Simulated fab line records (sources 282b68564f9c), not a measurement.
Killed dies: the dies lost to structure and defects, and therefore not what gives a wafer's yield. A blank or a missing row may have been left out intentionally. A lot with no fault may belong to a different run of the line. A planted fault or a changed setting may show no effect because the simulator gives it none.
Which tool was responsible? | flow rit_cmos | 6 lots, 18 wafers sampled, at 2 steps of a route of 202

== WHAT THE GAUGES READ, wafer by wafer ==
RIT_PRETRO_OVL_MEAS_06.
lot  | measured    | on         | PRETRO_OVL (nm)
L229 | day 2 18:40 | overlay-01 | 1.6 1.7 -0.2
L231 | day 3 02:28 | overlay-02 | 1.7 0.0 2.8
L233 | day 3 15:53 | overlay-01 | 1.2 1.9 -0.5
L238 | day 4 18:08 | overlay-02 | -1.8 -1.7 -0.5
L244 | day 6 01:44 | overlay-02 | -0.7 -0.4 -0.2
L249 | day 6 21:39 | overlay-02 | -2.7 -1.7 -0.7

== TOOL THAT RAN EACH LOT (tool first, then ch and the chambers of the sampled wafers, then the start) ==
lot  | RIT_PRETRO_EXPOSE_03
L229 | iline_stepper-02 ch 0, day 2 18:14
L231 | iline_stepper-01 ch 0, day 3 02:02
L233 | iline_stepper-02 ch 0, day 3 15:28
L238 | iline_stepper-02 ch 0, day 4 17:42
L244 | iline_stepper-01 ch 0, day 6 01:19
L249 | iline_stepper-02 ch 0, day 6 21:13
- RIT_PRETRO_EXPOSE_03: exposes mask M5, target cd 43700 nm.

== THE ANSWER, worked out from the rows above alone ==
Rule: the lots themselves supply what counts as usual. Put in order of their means at a reading, lots are off if they are a third of the lots or fewer, leave a main group of 4 or more, and stand apart from it by a gap of 3 or more times the standard deviation of the main group's means; of several such gaps the widest counts. The tables above print the reading to a certain number of digits; a main group whose means all agree to those digits is not used. A lot without any number at a reading at which 4 lots or more have one is off too. The other lots that the step has rows for count as sound.
None of the lots is off at any reading shown; this tells nothing.

== WHAT HAD BEEN PUT IN BY THE SIMULATOR ==
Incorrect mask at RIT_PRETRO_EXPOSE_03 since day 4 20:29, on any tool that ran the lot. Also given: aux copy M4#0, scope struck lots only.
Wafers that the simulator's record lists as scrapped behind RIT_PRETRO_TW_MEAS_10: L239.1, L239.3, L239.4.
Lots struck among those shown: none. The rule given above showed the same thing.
